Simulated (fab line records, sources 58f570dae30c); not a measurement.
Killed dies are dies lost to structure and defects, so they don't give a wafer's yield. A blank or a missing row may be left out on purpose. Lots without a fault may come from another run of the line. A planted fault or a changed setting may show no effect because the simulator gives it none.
A struck lot beside a sound one | flow berkeley_cmos170 | 32 steps out of a route of 331
Sound: wafers L520.2, L520.4, L520.6. Struck: wafer L527.1. (L527.2, L527.4 of the same lot were not struck and are left out.) The cause comes at the end.
At each step with rows: each side's tool, then ch and its chambers, then its first start. Under that, the readings that differ: sound wafers | struck wafers | difference of the means | sigmas: that difference in standard deviations of wafers without a fault.
alike: readings whose means differ by less than 2 such deviations, and words and numbers that are the same on both sides. not compared: withheld readings, readings that some wafer has no value for, bounds like >300 that may hide the same value, and numbers for which the record gives no deviation and whose values overlap.
The two part at a step that has a row with sigmas, a row that says differs or no value, or rows on one side only. Numbers that don't overlap but have no deviation are shown without sigmas and don't part them. A reading that every wafer of one side lacks parts them only if that side has two wafers or more.

first, 6 steps without rows for these wafers: UCB170_V1_HMDS_06 (prime time 60 s); UCB170_V1_COAT_07 (resist thk 900 nm); UCB170_V1_SOFTBAKE_08 (time 60 s); UCB170_V1_EXPOSE_09 (exposes mask VIA1, target cd 700 nm); UCB170_V1_PEB_10; UCB170_V1_DEVELOP_11 (develop time 45 s).
UCB170_V1_CD_MEAS_12: target cd 700 nm.
  sound on cd_sem-02, day 10 22:36; struck on cd_sem-01, day 12 23:52
  alike: cd_nm
UCB170_V1_OVL_MEAS_13:
  sound on overlay-01, day 10 22:43; struck on overlay-01, day 12 23:59
  reading     | sound    | struck | difference | sigmas
  V1_OVL (nm) | -1 -4 -3 | 8      | +11        | +2
UCB170_V1_ETCH_14: etches SiO2 in CHF3/CF4/Ar, stops on Al, target depth 1250 nm, time 291 s.
  sound on rie_diel-04 ch 1,3, day 10 22:44; struck on rie_diel-04 ch 3, day 13 00:01
  alike: chamber_pressure_mTorr, drypump_motor_current_A, oes_product_au, rf_fwd_power_W, throttle_valve_pct
  not compared: rf_hours_counter_h
UCB170_V1_STRIP_15: strips in O2.
  sound on plasma_asher-02 ch 0,1, day 10 22:55; struck on plasma_asher-02 ch 0, day 13 00:11
  alike: chamber_pressure_mTorr, drypump_motor_current_A, oes_product_au, strip_time_to_endpoint_s
  not compared: rf_hours_counter_h
UCB170_V1_CD_MEAS_90: target cd 700 nm.
  sound on cd_sem-01, day 10 23:02; struck on cd_sem-02, day 13 00:17
  alike: cd_nm
then, 1 step without rows for these wafers: UCB170_M2_PRE_CLEAN_00 (preclean etch time 60 s).
UCB170_M2_SPUTTER_01: material Al, target thk 900 nm, time 120 s.
  sound on pvd_sputter-01, day 10 23:12; struck on pvd_sputter-03, day 13 00:29
  reading                               | sound           | struck | difference | sigmas
  model.Al_of_M2_SPUTTER_01.thk_nm (nm) | 901.5 909 897.7 | 480.7  | -422.0     |
  alike: cathode_dc_power_W, throttle_valve_pct
UCB170_M2_RS_MEAS_02: measures by four-point-probe.
  sound on film_metro-01, day 10 23:19; struck on film_metro-02, day 13 00:34
  reading           | sound                | struck | difference | sigmas
  M2_AL_RS (ohm/sq) | 0.0322 0.0318 0.0322 | 0.0609 | +0.0288    | +57
UCB170_M2_THK_MEAS_03: measures by xrf.
  sound on film_metro-01, day 10 23:25; struck on film_metro-02, day 13 00:41
  reading        | sound       | struck | difference | sigmas
  M2_AL_THK (nm) | 905 919 906 | 486    | -424       | -30
then, 3 steps without rows for these wafers: UCB170_M2_HMDS_04 (prime time 60 s); UCB170_M2_COAT_05 (resist thk 900 nm); UCB170_M2_SOFTBAKE_06 (time 60 s).
UCB170_M2_STRIP_07: strips in O2.
  sound on plasma_asher-01 ch 0,1, day 10 23:55; struck on plasma_asher-02 ch 1, day 13 01:11
  alike: chamber_pressure_mTorr, drypump_motor_current_A, oes_product_au, strip_time_to_endpoint_s
  not compared: rf_hours_counter_h
then, 7 steps without rows for these wafers: UCB170_M2_STRIP_08 (strips KrF in DMSO, time 600 s); UCB170_M2_COAT_09; UCB170_M2_COAT_10 (resist thk 900 nm); UCB170_M2_SOFTBAKE_11 (time 60 s); UCB170_M2_EXPOSE_12 (exposes mask METAL2, target cd 700 nm); UCB170_M2_PEB_13; UCB170_M2_DEVELOP_14 (develop time 45 s).
UCB170_M2_CD_MEAS_15: target cd 700 nm.
  sound on cd_sem-02, day 11 01:14; struck on cd_sem-01, day 13 02:27
  alike: cd_nm
UCB170_M2_OVL_MEAS_16:
  sound on overlay-02, day 11 01:20; struck on overlay-02, day 13 02:34
  alike: M2_OVL
UCB170_M2_ETCH_17: etches BARC in N2/H2.
  sound on rie_diel-01 ch 0,2, day 11 01:22; struck on rie_diel-03 ch 0, day 13 02:37
  alike: bias_w, chamber_pressure_mTorr, drypump_motor_current_A, oes_product_au, rf_fwd_power_W, throttle_valve_pct
UCB170_M2_METAL_ETCH_18: etches Al in Cl2/BCl3, stops on SiO2, target depth 1170 nm, time 195 s.
  sound on rie_metal-04 ch 0, day 11 01:28; struck on rie_metal-02 ch 1, day 13 02:39
  reading                | sound             | struck | difference                   | sigmas
  oes_product_au (a.u.)  | 0.858 0.869 0.851 | 0.639  | -0.220                       | -16
  rf_hours_counter_h (h) | - - -             | 7      | no value on the sound wafers |
  alike: bias_w, chamber_pressure_mTorr, drypump_motor_current_A, rf_fwd_power_W, throttle_valve_pct
UCB170_M2_STRIP_19: strips in O2.
  sound on plasma_asher-03 ch 0,1, day 11 01:47; struck on plasma_asher-02 ch 0, day 13 02:50
  reading                     | sound       | struck | difference | sigmas
  drypump_motor_current_A (A) | 4.9 5.4 5.3 | 6.2    | +1.0       | +2
  alike: chamber_pressure_mTorr, oes_product_au
  not compared: rf_hours_counter_h
UCB170_M3_PROBE_99:
  sound on prober-02, day 11 07:05; struck on prober-01, day 13 10:01
  reading                               | sound                       | struck   | difference | sigmas
  model.etest.antenna_m2.vt_shift_v (V) | -0.01131 -0.009586 -0.01476 | -0.02317 | -0.01128   |

WHERE THEY PART
First at UCB170_V1_OVL_MEAS_13; last, within this record, at UCB170_M2_STRIP_19.

WHY: what the simulator had put in
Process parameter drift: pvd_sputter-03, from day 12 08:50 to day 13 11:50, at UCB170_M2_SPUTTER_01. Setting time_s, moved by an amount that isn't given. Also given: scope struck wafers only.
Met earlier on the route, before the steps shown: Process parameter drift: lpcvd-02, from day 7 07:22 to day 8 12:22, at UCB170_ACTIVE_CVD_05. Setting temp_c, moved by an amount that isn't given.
